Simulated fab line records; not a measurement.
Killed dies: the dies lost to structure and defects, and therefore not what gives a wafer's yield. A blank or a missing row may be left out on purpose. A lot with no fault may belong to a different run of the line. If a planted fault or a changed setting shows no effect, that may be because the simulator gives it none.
What tool caused it? + flow berkeley-cmos170 + 45 wafers from 15 lots sampled at 5 of the route's 331 steps

WHAT THE GAUGES SHOWED, per wafer
UCB170_PWELL_OVL_MEAS_13.
| lot  | measured    | on         | PWELL_OVL (nm) |
|------|-------------|------------|----------------|
| L469 | day 3 10:38 | overlay-02 | 4 -6 -1        |
| L471 | day 3 20:55 | overlay-02 | 2 2 -4         |
| L472 | day 4 05:45 | overlay-02 | -2 -4 -6       |
| L474 | day 4 06:25 | overlay-01 | -5 4 -6        |
| L475 | day 4 13:57 | overlay-02 | -4 -3 -3       |
| L479 | day 5 07:13 | overlay-01 | 3 2 2          |
| L478 | day 5 07:30 | overlay-02 | -1 -11 -7      |
| L477 | day 5 07:33 | overlay-01 | -4 0 -16       |
| L481 | day 5 19:04 | overlay-02 | 0 -1 2         |
| L483 | day 6 09:17 | overlay-01 | 1 -4 7         |
| L485 | day 6 16:50 | overlay-02 | -5 -8 -7       |
| L487 | day 7 00:20 | overlay-01 | -2 1 -10       |
| L489 | day 7 20:27 | overlay-01 | 2 -5 -3        |
| L490 | day 7 20:31 | overlay-01 | 1 0 -5         |
| L492 | day 8 07:36 | overlay-02 | 4 8 -4         |

UCB170_FIELD_THK_MEAS_02.
| lot  | measured     | on            | FIELD_OXIDE_THK (nm) |
|------|--------------|---------------|----------------------|
| L469 | day 5 01:52  | film-metro-04 | 553 559 552          |
| L471 | day 5 12:17  | film-metro-02 | 561 570 558          |
| L472 | day 5 21:52  | film-metro-02 | 555 546 557          |
| L474 | day 5 21:52  | film-metro-04 | 571 570 559          |
| L475 | day 6 11:48  | film-metro-04 | 565 557 562          |
| L479 | day 7 08:13  | film-metro-04 | 556 558 555          |
| L478 | day 7 08:13  | film-metro-02 | 568 563 560          |
| L477 | day 7 08:13  | film-metro-03 | 568 566 557          |
| L481 | day 7 16:32  | film-metro-03 | 557 556 565          |
| L483 | day 8 04:37  | film-metro-03 | 558 565 561          |
| L485 | day 8 11:55  | film-metro-02 | 556 557 553          |
| L487 | day 8 11:59  | film-metro-03 | 561 556 561          |
| L489 | day 9 10:49  | film-metro-03 | 556 562 568          |
| L490 | day 9 10:50  | film-metro-04 | 553 555 553          |
| L492 | day 10 01:31 | film-metro-03 | 549 545 554          |

UCB170_GATE_THK_MEAS_02.
| lot  | measured     | on            | GATE_OXIDE_THK (nm) |
|------|--------------|---------------|---------------------|
| L469 | day 6 16:13  | film-metro-01 | 6.87 6.86 6.80      |
| L471 | day 7 00:46  | film-metro-03 | 6.58 6.54 6.58      |
| L472 | day 7 13:31  | film-metro-02 | 6.56 6.54 6.56      |
| L474 | day 7 13:31  | film-metro-01 | 6.51 6.49 6.52      |
| L475 | day 7 22:37  | film-metro-01 | 6.67 6.64 6.70      |
| L479 | day 8 14:42  | film-metro-02 | 6.74 6.82 6.68      |
| L478 | day 8 14:42  | film-metro-01 | 6.92 6.87 6.83      |
| L477 | day 8 14:38  | film-metro-01 | 6.62 6.74 6.67      |
| L481 | day 8 21:32  | film-metro-03 | 6.44 6.52 6.45      |
| L483 | day 9 14:11  | film-metro-01 | 6.52 6.58 6.60      |
| L485 | day 9 23:57  | film-metro-02 | 6.57 6.66 6.69      |
| L487 | day 10 00:01 | film-metro-03 | 6.54 6.65 6.57      |
| L489 | day 10 23:31 | film-metro-02 | 6.90 6.69 6.75      |
| L490 | day 10 23:32 | film-metro-01 | 6.68 6.72 6.64      |
| L492 | day 11 12:26 | film-metro-02 | 6.75 6.91 6.81      |

UCB170_PLDD_OVL_MEAS_07.
| lot  | measured     | on         | PLDD_OVL (nm) |
|------|--------------|------------|---------------|
| L469 | day 7 05:26  | overlay-02 | -5 -7 -1      |
| L471 | day 7 12:32  | overlay-01 | -4 -5 -1      |
| L472 | day 8 02:44  | overlay-02 | -7 -3 -2      |
| L474 | day 8 03:02  | overlay-01 | 9 11 12       |
| L475 | day 8 08:16  | overlay-01 | -13 -7 -14    |
| L479 | day 9 00:32  | overlay-02 | -2 -2 -1      |
| L478 | day 9 00:49  | overlay-01 | -5 -5 -11     |
| L477 | day 9 01:06  | overlay-02 | 6 4 6         |
| L481 | day 9 07:42  | overlay-02 | 9 8 12        |
| L483 | day 10 00:15 | overlay-02 | 320 319 317   |
| L485 | day 10 10:01 | overlay-01 | 5 -1 -1       |
| L487 | day 10 10:20 | overlay-02 | 318 319 317   |
| L489 | day 11 10:29 | overlay-02 | -3 -5 -6      |
| L490 | day 11 11:04 | overlay-02 | 316 316 308   |
| L492 | day 11 23:22 | overlay-01 | -1 -5 1       |

EACH LOT AND THE TOOL THAT RAN IT (in order: tool; ch and the chambers of the sampled wafers; start)
| lot  | UCB170_PLDD_EXPOSE_03             |
|------|-----------------------------------|
| L469 | krf-scanner-01 ch 0, day 7 04:23  |
| L471 | krf-scanner-02 ch 0, day 7 12:02  |
| L472 | krf-scanner-01 ch 0, day 8 01:32  |
| L474 | krf-scanner-01 ch 0, day 8 02:04  |
| L475 | krf-scanner-02 ch 0, day 8 07:41  |
| L479 | krf-scanner-01 ch 0, day 8 23:54  |
| L478 | krf-scanner-02 ch 0, day 9 00:17  |
| L477 | krf-scanner-01 ch 0, day 9 00:35  |
| L481 | krf-scanner-02 ch 0, day 9 07:12  |
| L483 | krf-scanner-02 ch 0, day 9 23:46  |
| L485 | krf-scanner-01 ch 0, day 10 09:11 |
| L487 | krf-scanner-02 ch 0, day 10 09:26 |
| L489 | krf-scanner-01 ch 0, day 11 09:58 |
| L490 | krf-scanner-02 ch 0, day 11 10:35 |
| L492 | krf-scanner-01 ch 0, day 11 22:02 |
- UCB170_PLDD_EXPOSE_03: exposes mask PSELECT, target cd 1200 nm.

WHAT THE TOOLS THEMSELVES READ (means of the sampled wafers that have a number; where no wafer has one, the mark that the record gives instead)
The record holds no such reading with a usual standard deviation.

THE ANSWER, worked out from the rows above alone
Rule: the usual values come from the lots themselves. Put in order of their means at a reading, lots are off if they are a third of the lots or fewer, leave a main group of 4 or more, and stand apart from it by a gap of 3 or more times the standard deviation of the main group's means; of several such gaps the widest counts. A main group whose means are all the same, to the digits that the tables above print for the reading, isn't used. Also off: a lot with no number at a reading for which 4 or more lots have one. Where the step has rows for the other lots, those lots are counted as sound. After the gauges, taken in route order, come the tools' own readings; for these a lot's mean is taken, as printed above. The first step at which some lot is off is used, and at that step the reading that is off furthest; a lot without a number counts as furthest.
Off: L483, L487, L490, seen at UCB170_PLDD_OVL_MEAS_07 (PLDD_OVL). For the main group the mean is -1 nm and the standard deviation 6.3.
A tool fits if, at a process step before that reading, it ran every lot that is off, and no sound lot after the first of them. Gauges at UCB170_PLDD_OVL_MEAS_07: tried the same way as those tools. One fits: krf-scanner-02 at UCB170_PLDD_EXPOSE_03. A fault onset in the window from L481 (day 9 07:12, its last sound lot) to L483 (day 9 23:46, its first lot off) fits.

WHAT THE SIMULATOR HAD PUT IN
Scanner matching overlay: krf-scanner-02, from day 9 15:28 on, at UCB170_PLDD_EXPOSE_03. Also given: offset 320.
Shown lots that were struck: L483, L487, L490. The rule above reached the same finding.
